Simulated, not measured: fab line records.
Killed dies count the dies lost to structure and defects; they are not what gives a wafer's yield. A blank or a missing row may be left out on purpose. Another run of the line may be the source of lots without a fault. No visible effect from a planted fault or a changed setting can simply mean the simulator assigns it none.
Which tool was responsible? / flow berkeley cmos170 / Sampling: 14 lots, 42 wafers, 5 of 331 route steps

WHAT EACH GAUGE READ, for each wafer
UCB170_GATE_OVL_MEAS_13. Usual: GATE_OVL typically reads -1 nm, with standard deviation 5.2.
lot=L657; measured=day 7 06:47; on=overlay-01; GATE_OVL (nm)=-4 4 0; flag=
lot=L659; measured=day 7 16:28; on=overlay-02; GATE_OVL (nm)=-5 -4 -2; flag=
lot=L660; measured=day 8 12:02; on=overlay-01; GATE_OVL (nm)=-6 6 2; flag=
lot=L662; measured=day 8 12:20; on=overlay-02; GATE_OVL (nm)=1 0 7; flag=
lot=L663; measured=day 8 12:35; on=overlay-01; GATE_OVL (nm)=3 3 5; flag=
lot=L665; measured=day 9 07:11; on=overlay-01; GATE_OVL (nm)=3 -5 11; flag=
lot=L664; measured=day 9 07:28; on=overlay-01; GATE_OVL (nm)=-3 -3 -5; flag=
lot=L667; measured=day 10 05:29; on=overlay-01; GATE_OVL (nm)=0 -1 4; flag=
lot=L673; measured=day 11 13:44; on=overlay-01; GATE_OVL (nm)=3 -4 3; flag=
lot=L674; measured=day 11 14:17; on=overlay-02; GATE_OVL (nm)=2 2 3; flag=
lot=L672; measured=day 11 14:34; on=overlay-02; GATE_OVL (nm)=-6 -10 3; flag=
lot=L676; measured=day 11 18:12; on=overlay-01; GATE_OVL (nm)=5 6 4; flag=
lot=L678; measured=day 12 05:35; on=overlay-02; GATE_OVL (nm)=-2 16 7; flag=
lot=L679; measured=day 12 05:49; on=overlay-02; GATE_OVL (nm)=-5 -1 5; flag=

UCB170_CONTACT_THK_MEAS_02. Usual: CONTACT_PSG_THK typically reads 709 nm, with standard deviation 6.2.
lot=L657; measured=day 8 08:50; on=film metro-04; CONTACT_PSG_THK (nm)=716 711 716; flag=
lot=L659; measured=day 8 14:35; on=film metro-04; CONTACT_PSG_THK (nm)=717 717 715; flag=
lot=L660; measured=day 9 13:49; on=film metro-04; CONTACT_PSG_THK (nm)=714 707 702; flag=
lot=L662; measured=day 9 13:50; on=film metro-03; CONTACT_PSG_THK (nm)=711 709 712; flag=
lot=L663; measured=day 9 13:49; on=film metro-01; CONTACT_PSG_THK (nm)=711 713 709; flag=
lot=L665; measured=day 10 07:23; on=film metro-04; CONTACT_PSG_THK (nm)=769 766 763; flag=OFF
lot=L664; measured=day 10 07:22; on=film metro-03; CONTACT_PSG_THK (nm)=775 778 774; flag=OFF
lot=L667; measured=day 11 01:20; on=film metro-04; CONTACT_PSG_THK (nm)=707 712 708; flag=
lot=L673; measured=day 12 15:10; on=film metro-03; CONTACT_PSG_THK (nm)=706 702 706; flag=
lot=L674; measured=day 12 15:13; on=film metro-04; CONTACT_PSG_THK (nm)=711 711 712; flag=
lot=L672; measured=day 12 15:10; on=film metro-04; CONTACT_PSG_THK (nm)=708 712 713; flag=
lot=L676; measured=day 12 15:13; on=film metro-01; CONTACT_PSG_THK (nm)=706 711 709; flag=
lot=L678; measured=day 13 03:04; on=film metro-03; CONTACT_PSG_THK (nm)=705 696 699; flag=
lot=L679; measured=day 13 01:16; on=film metro-03; CONTACT_PSG_THK (nm)=720 717 717; flag=

WHAT TOOL EACH LOT RAN ON (gives the tool, then ch and the chambers of the sampled wafers, and finally the start)
lot=L657; UCB170_GATE_ETCH_14=rie diel-02 ch 0,2, day 7 06:49; UCB170_SPACER_CVD_00=pecvd-03 ch 1,2, day 7 15:38; UCB170_CONTACT_CVD_01=lpcvd-01 ch 0, day 8 07:03
lot=L659; UCB170_GATE_ETCH_14=rie diel-01 ch 0,2,3, day 7 16:30; UCB170_SPACER_CVD_00=pecvd-03 ch 1,2, day 7 20:56; UCB170_CONTACT_CVD_01=lpcvd-02 ch 1, day 8 12:47
lot=L660; UCB170_GATE_ETCH_14=rie diel-03 ch 2,3, day 8 12:04; UCB170_SPACER_CVD_00=pecvd-01 ch 0,1, day 8 16:31; UCB170_CONTACT_CVD_01=lpcvd-01 ch 1, day 9 12:02
lot=L662; UCB170_GATE_ETCH_14=rie diel-01 ch 0,1,3, day 8 12:22; UCB170_SPACER_CVD_00=pecvd-03 ch 0,1,2, day 8 17:03; UCB170_CONTACT_CVD_01=lpcvd-01 ch 0, day 9 12:02
lot=L663; UCB170_GATE_ETCH_14=rie diel-03 ch 0,2,3, day 8 12:37; UCB170_SPACER_CVD_00=pecvd-03 ch 0,2, day 8 17:29; UCB170_CONTACT_CVD_01=lpcvd-01 ch 1, day 9 12:02
lot=L665; UCB170_GATE_ETCH_14=rie diel-01 ch 0,3, day 9 07:13; UCB170_SPACER_CVD_00=pecvd-03 ch 0,1, day 9 11:24; UCB170_CONTACT_CVD_01=lpcvd-01 ch 0, day 10 05:35
lot=L664; UCB170_GATE_ETCH_14=rie diel-02 ch 0,2,3, day 9 07:29; UCB170_SPACER_CVD_00=pecvd-01 ch 0,1,2, day 9 11:41; UCB170_CONTACT_CVD_01=lpcvd-01 ch 1, day 10 05:35
lot=L667; UCB170_GATE_ETCH_14=rie diel-01 ch 0,1,2, day 10 05:31; UCB170_SPACER_CVD_00=pecvd-02 ch 1,2, day 10 10:50; UCB170_CONTACT_CVD_01=lpcvd-02 ch 1, day 10 23:32
lot=L673; UCB170_GATE_ETCH_14=rie diel-01 ch 0,2, day 11 13:47; UCB170_SPACER_CVD_00=pecvd-02 ch 1,2, day 11 22:45; UCB170_CONTACT_CVD_01=lpcvd-02 ch 1, day 12 13:22
lot=L674; UCB170_GATE_ETCH_14=rie diel-02 ch 0,3, day 11 14:20; UCB170_SPACER_CVD_00=pecvd-03 ch 1,2, day 11 23:18; UCB170_CONTACT_CVD_01=lpcvd-02 ch 0, day 12 13:22
lot=L672; UCB170_GATE_ETCH_14=rie diel-03 ch 0,2,3, day 11 14:37; UCB170_SPACER_CVD_00=pecvd-01 ch 1,2, day 11 23:01; UCB170_CONTACT_CVD_01=lpcvd-02 ch 1, day 12 13:22
lot=L676; UCB170_GATE_ETCH_14=rie diel-01 ch 0,1,2, day 11 18:14; UCB170_SPACER_CVD_00=pecvd-02 ch 0,2, day 12 01:31; UCB170_CONTACT_CVD_01=lpcvd-02 ch 0, day 12 13:22
lot=L678; UCB170_GATE_ETCH_14=rie diel-01 ch 1,2,3, day 12 05:37; UCB170_SPACER_CVD_00=pecvd-03 ch 0,1, day 12 12:40; UCB170_CONTACT_CVD_01=lpcvd-01 ch 0, day 13 01:16
lot=L679; UCB170_GATE_ETCH_14=rie diel-03 ch 0,2,3, day 12 05:52; UCB170_SPACER_CVD_00=pecvd-01 ch 0,2, day 12 12:19; UCB170_CONTACT_CVD_01=lpcvd-01 ch 0, day 12 23:29
- UCB170_GATE_ETCH_14: etches BARC in N2/H2.
- UCB170_SPACER_CVD_00: deposits SiO2 from TEOS/O2, target thk 376 nm, time 47 s.
- UCB170_CONTACT_CVD_01: deposits PSG from SiH4/O2/PH3, target thk 700 nm, time 2820 s.

AS READ BY THE TOOLS THEMSELVES (means over the sampled wafers that have a number; for cases with no such wafer, the mark the record gives instead)
UCB170_GATE_ETCH_14. Usual: chamber pressure mTorr 30.002 mTorr, standard deviation 0.026; drypump motor current A 5.9 A, standard deviation 0.47; oes product au 0.997 a.u., standard deviation 0.019; throttle valve pct 13.27 %, standard deviation 0.16.
lot=L657; tool=rie diel-02; chamber pressure mTorr (mTorr)=29.989; drypump motor current A (A)=6.0; oes product au (a.u.)=0.994; throttle valve pct (%)=13.00; flag=
lot=L659; tool=rie diel-01; chamber pressure mTorr (mTorr)=29.986; drypump motor current A (A)=5.8; oes product au (a.u.)=1.006; throttle valve pct (%)=13.29; flag=
lot=L660; tool=rie diel-03; chamber pressure mTorr (mTorr)=30.011; drypump motor current A (A)=5.7; oes product au (a.u.)=1.006; throttle valve pct (%)=13.25; flag=
lot=L662; tool=rie diel-01; chamber pressure mTorr (mTorr)=29.993; drypump motor current A (A)=5.7; oes product au (a.u.)=1.009; throttle valve pct (%)=13.36; flag=
lot=L663; tool=rie diel-03; chamber pressure mTorr (mTorr)=29.991; drypump motor current A (A)=5.6; oes product au (a.u.)=0.993; throttle valve pct (%)=13.32; flag=
lot=L665; tool=rie diel-01; chamber pressure mTorr (mTorr)=30.015; drypump motor current A (A)=5.3; oes product au (a.u.)=0.985; throttle valve pct (%)=13.29; flag=
lot=L664; tool=rie diel-02; chamber pressure mTorr (mTorr)=29.989; drypump motor current A (A)=6.2; oes product au (a.u.)=0.996; throttle valve pct (%)=13.18; flag=
lot=L667; tool=rie diel-01; chamber pressure mTorr (mTorr)=30.015; drypump motor current A (A)=6.0; oes product au (a.u.)=0.993; throttle valve pct (%)=13.35; flag=
lot=L673; tool=rie diel-01; chamber pressure mTorr (mTorr)=30.019; drypump motor current A (A)=6.1; oes product au (a.u.)=0.992; throttle valve pct (%)=13.27; flag=
lot=L674; tool=rie diel-02; chamber pressure mTorr (mTorr)=29.997; drypump motor current A (A)=6.4; oes product au (a.u.)=0.999; throttle valve pct (%)=13.39; flag=
lot=L672; tool=rie diel-03; chamber pressure mTorr (mTorr)=29.988; drypump motor current A (A)=5.7; oes product au (a.u.)=0.989; throttle valve pct (%)=13.32; flag=
lot=L676; tool=rie diel-01; chamber pressure mTorr (mTorr)=30.025; drypump motor current A (A)=6.0; oes product au (a.u.)=1.001; throttle valve pct (%)=13.35; flag=
lot=L678; tool=rie diel-01; chamber pressure mTorr (mTorr)=29.995; drypump motor current A (A)=6.2; oes product au (a.u.)=1.008; throttle valve pct (%)=13.34; flag=
lot=L679; tool=rie diel-03; chamber pressure mTorr (mTorr)=30.028; drypump motor current A (A)=5.7; oes product au (a.u.)=0.994; throttle valve pct (%)=13.32; flag=

UCB170_SPACER_CVD_00. Usual: heater power w reads 230 W (standard deviation 51).
lot=L657; tool=pecvd-03; heater power w (W)=196; flag=
lot=L659; tool=pecvd-03; heater power w (W)=195; flag=
lot=L660; tool=pecvd-01; heater power w (W)=213; flag=
lot=L662; tool=pecvd-03; heater power w (W)=205; flag=
lot=L663; tool=pecvd-03; heater power w (W)=204; flag=
lot=L665; tool=pecvd-03; heater power w (W)=251; flag=
lot=L664; tool=pecvd-01; heater power w (W)=214; flag=
lot=L667; tool=pecvd-02; heater power w (W)=256; flag=
lot=L673; tool=pecvd-02; heater power w (W)=272; flag=
lot=L674; tool=pecvd-03; heater power w (W)=254; flag=
lot=L672; tool=pecvd-01; heater power w (W)=180; flag=
lot=L676; tool=pecvd-02; heater power w (W)=238; flag=
lot=L678; tool=pecvd-03; heater power w (W)=231; flag=
lot=L679; tool=pecvd-01; heater power w (W)=270; flag=

UCB170_CONTACT_CVD_01. Usual: o2 flow sccm 89.99 sccm, standard deviation 0.23; zone power centre pct 18.8 %, standard deviation 1.4.
lot=L657; tool=lpcvd-01; o2 flow sccm (sccm)=89.97; zone power centre pct (%)=18.4; flag=
lot=L659; tool=lpcvd-02; o2 flow sccm (sccm)=89.89; zone power centre pct (%)=18.8; flag=
lot=L660; tool=lpcvd-01; o2 flow sccm (sccm)=90.27; zone power centre pct (%)=21.2; flag=
lot=L662; tool=lpcvd-01; o2 flow sccm (sccm)=90.16; zone power centre pct (%)=18.8; flag=
lot=L663; tool=lpcvd-01; o2 flow sccm (sccm)=89.88; zone power centre pct (%)=21.2; flag=
lot=L665; tool=lpcvd-01; o2 flow sccm (sccm)=107.89; zone power centre pct (%)=18.3; flag=OFF
lot=L664; tool=lpcvd-01; o2 flow sccm (sccm)=107.92; zone power centre pct (%)=21.3; flag=OFF
lot=L667; tool=lpcvd-02; o2 flow sccm (sccm)=90.07; zone power centre pct (%)=18.9; flag=
lot=L673; tool=lpcvd-02; o2 flow sccm (sccm)=89.73; zone power centre pct (%)=18.9; flag=
lot=L674; tool=lpcvd-02; o2 flow sccm (sccm)=89.80; zone power centre pct (%)=17.2; flag=
lot=L672; tool=lpcvd-02; o2 flow sccm (sccm)=90.03; zone power centre pct (%)=18.8; flag=
lot=L676; tool=lpcvd-02; o2 flow sccm (sccm)=89.76; zone power centre pct (%)=17.3; flag=
lot=L678; tool=lpcvd-01; o2 flow sccm (sccm)=90.16; zone power centre pct (%)=18.4; flag=
lot=L679; tool=lpcvd-01; o2 flow sccm (sccm)=89.98; zone power centre pct (%)=18.5; flag=

THE ANSWER, worked out from the rows above alone
Rule: a lot counts as off when the mean over its wafers that have a number is more than 3 standard deviations away from the usual mean. A lot without any number at a reading at which 4 lots or more have one is off too. Any other lot the step has rows for is counted as sound. Order of review: gauges by route order, followed by the tools' own readings, for which a lot's mean as printed above is used. The first step at which some lot is off is used, and at that step the reading that is off furthest; a lot without a number counts as furthest.
Off: L665, L664, seen at UCB170_CONTACT_THK_MEAS_02 (CONTACT_PSG_THK).
A tool fits if, at a process step before that reading, it ran every lot that is off, and no sound lot after the first of them. The gauges at UCB170_CONTACT_THK_MEAS_02 aren't tried: what is off there is off at UCB170_CONTACT_CVD_01 too, on other tools, and a gauge's error can't cause that. No candidate that was tried fits.

WHAT THE SIMULATOR PUT IN
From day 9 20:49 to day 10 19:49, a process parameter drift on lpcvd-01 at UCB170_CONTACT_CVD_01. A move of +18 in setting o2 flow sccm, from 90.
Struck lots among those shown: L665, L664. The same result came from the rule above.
